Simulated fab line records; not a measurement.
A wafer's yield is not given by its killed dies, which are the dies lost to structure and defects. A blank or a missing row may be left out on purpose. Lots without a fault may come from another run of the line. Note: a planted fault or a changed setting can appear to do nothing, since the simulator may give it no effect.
A struck lot beside a sound one + flow berkeley_cmos170 + 43 out of 331 route steps
Sound: these wafers, L176.1, L176.2, L176.3. The struck wafers were L189.1, L189.2, L189.3. The cause is named last.
For every step that has rows: the tool of each side, followed by ch and its chambers, followed by its first start. Under that, the readings that differ: sound wafers + struck wafers + difference of the means + sigmas: that difference in standard deviations of wafers without a fault.
alike: readings with means less than 2 such deviations apart, plus words and numbers identical on both sides. not compared: withheld readings, readings lacking a value on some wafer, bounds such as >300 that could conceal the same value, and numbers that have no deviation in the record and whose values overlap.
Wherever a step has rows on one side only, a row that says differs or no value, or a row with sigmas, the two part there. Numbers that don't overlap but have no deviation are shown without sigmas and don't part them. Lack of a reading on every wafer of one side parts them only where that side has two or more wafers.

first, 4 steps without rows for these wafers: UCB170_PFIELD_SOFTBAKE_02 (time 60 s); UCB170_PFIELD_EXPOSE_03 (exposes mask PFIELD, target cd 1500 nm); UCB170_PFIELD_PEB_04; UCB170_PFIELD_DEVELOP_05 (develop time 45 s).
UCB170_PFIELD_OVL_MEAS_06:
  sound on overlay-01 at day 5 22:37; struck on overlay-01 at day 8 18:37
| reading         | sound     | struck  | difference | sigmas |
|-----------------|-----------|---------|------------|--------|
| PFIELD_OVL (nm) | -9 -9 -10 | 6 11 11 | +19        | +4     |
following that, these wafers have no rows for 1 step: UCB170_PFIELD_IMPLANT_07.
UCB170_PFIELD_STRIP_08: strips in O2.
  sound on plasma_asher-01 ch 0,1, day 5 22:48; struck on plasma_asher-03 ch 0,1, day 8 18:52
  alike: drypump_motor_current_A, oes_product_au, strip_time_to_endpoint_s
  not compared: rf_hours_counter_h
UCB170_PFIELD_TW_MEAS_09:
  sound on film_metro-02 at day 5 22:54; struck on film_metro-02 at day 8 18:58
  alike: PFIELD_TW
then, 2 steps without rows for these wafers: UCB170_FIELD_CLEAN_00 (cleans in dHF, time 7.5 s); UCB170_FIELD_OXIDATION_01 (target thk 558.3 nm, ox time 7200 s).
UCB170_FIELD_THK_MEAS_02:
  sound on film_metro-03 at day 6 06:40; struck on film_metro-02 at day 9 01:44
  alike: FIELD_OXIDE_THK
then, 1 step without rows for these wafers: UCB170_FIELD_ANNEAL_03 (time 1200 s).
UCB170_FIELD_WET_ETCH_04: etches SiO2 in dHF, time 60 s.
  sound on wet_bench-02 ch 1, day 6 11:56; struck on wet_bench-02 ch 1, day 9 07:14
then, 2 steps without rows for these wafers: UCB170_FIELD_WET_ETCH_05 (etches Si3N4 in H3PO4, time 12600 s); UCB170_FIELD_WET_ETCH_06 (etches SiO2 in BOE, time 22 s).
UCB170_FIELD_THK_MEAS_90:
  sound on film_metro-03 at day 6 15:48; struck on film_metro-03 at day 9 11:06
  alike: FIELD_OXIDE_LEFT_1_THK
then, 2 steps without rows for these wafers: UCB170_SACOX_CLEAN_00 (cleans in dHF, time 7.5 s); UCB170_SACOX_OXIDATION_01 (target thk 14.4 nm, ox time 2400 s).
UCB170_SACOX_THK_MEAS_02:
  sound on film_metro-01 at day 6 17:37; struck on film_metro-03 at day 9 17:05
  alike: SACOX_OXIDE_THK
then, 2 steps without rows for these wafers: UCB170_SCREENOX_WET_ETCH_00 (etches SiO2 in dHF, time 200 s); UCB170_SCREENOX_OXIDATION_01 (target thk 14.4 nm, ox time 2400 s).
UCB170_SCREENOX_THK_MEAS_02:
  sound on film_metro-01 at day 7 00:10; struck on film_metro-04 at day 9 21:38
  alike: SCREENOX_OXIDE_THK
then, 7 steps without rows for these wafers: UCB170_SCREENOX_ANNEAL_03 (time 900 s); UCB170_NVT_HMDS_00 (prime time 60 s); UCB170_NVT_COAT_01 (resist thk 900 nm); UCB170_NVT_SOFTBAKE_02 (time 60 s); UCB170_NVT_EXPOSE_03 (exposes mask PWELL, target cd 3000 nm); UCB170_NVT_PEB_04; UCB170_NVT_DEVELOP_05 (develop time 45 s).
UCB170_NVT_OVL_MEAS_06:
  sound on overlay-01 at day 7 08:19; struck on overlay-01 at day 10 02:47
  alike: NVT_OVL
following that, these wafers have no rows for 1 step: UCB170_NVT_IMPLANT_07.
UCB170_NVT_STRIP_08: strips in O2.
  sound on plasma_asher-03 ch 0,1, day 7 08:31; struck on plasma_asher-04 ch 0,1, day 10 02:59
  alike: drypump_motor_current_A, oes_product_au, strip_time_to_endpoint_s
  not compared: rf_hours_counter_h
UCB170_NVT_TW_MEAS_09:
  sound on film_metro-03 at day 7 08:37; struck on film_metro-03 at day 10 03:05
| reading | sound             | struck            | difference | sigmas |
|---------|-------------------|-------------------|------------|--------|
| NVT_TW  | 530.7 529.8 531.9 | 521.1 520.7 520.2 | -10.1      | -3     |
then, 7 steps without rows for these wafers: UCB170_NVT_CLEAN_10 (cleans in SPM, time 600 s); UCB170_PVT_HMDS_00 (prime time 60 s); UCB170_PVT_COAT_01 (resist thk 900 nm); UCB170_PVT_SOFTBAKE_02 (time 60 s); UCB170_PVT_EXPOSE_03 (exposes mask NWELL, target cd 3000 nm); UCB170_PVT_PEB_04; UCB170_PVT_DEVELOP_05 (develop time 45 s).
UCB170_PVT_OVL_MEAS_06:
  sound on overlay-02 at day 7 11:20; struck on overlay-02 at day 10 04:49
  alike: PVT_OVL
following that, these wafers have no rows for 1 step: UCB170_PVT_IMPLANT_07.
-- the record jumps here: 3 days lie between the struck wafers' starts before and after (it left off in module PVT and takes up again in module M3, whose first step shown is number 331 of the route) --
UCB170_M3_PROBE_99:
  rows exist in the record for the struck wafers here (prober-01, day 12 22:05), but not for the sound ones

WHERE THEY PART
First at UCB170_PFIELD_OVL_MEAS_06; last, within this record, at UCB170_M3_PROBE_99.

WHY: the cause the simulator had injected
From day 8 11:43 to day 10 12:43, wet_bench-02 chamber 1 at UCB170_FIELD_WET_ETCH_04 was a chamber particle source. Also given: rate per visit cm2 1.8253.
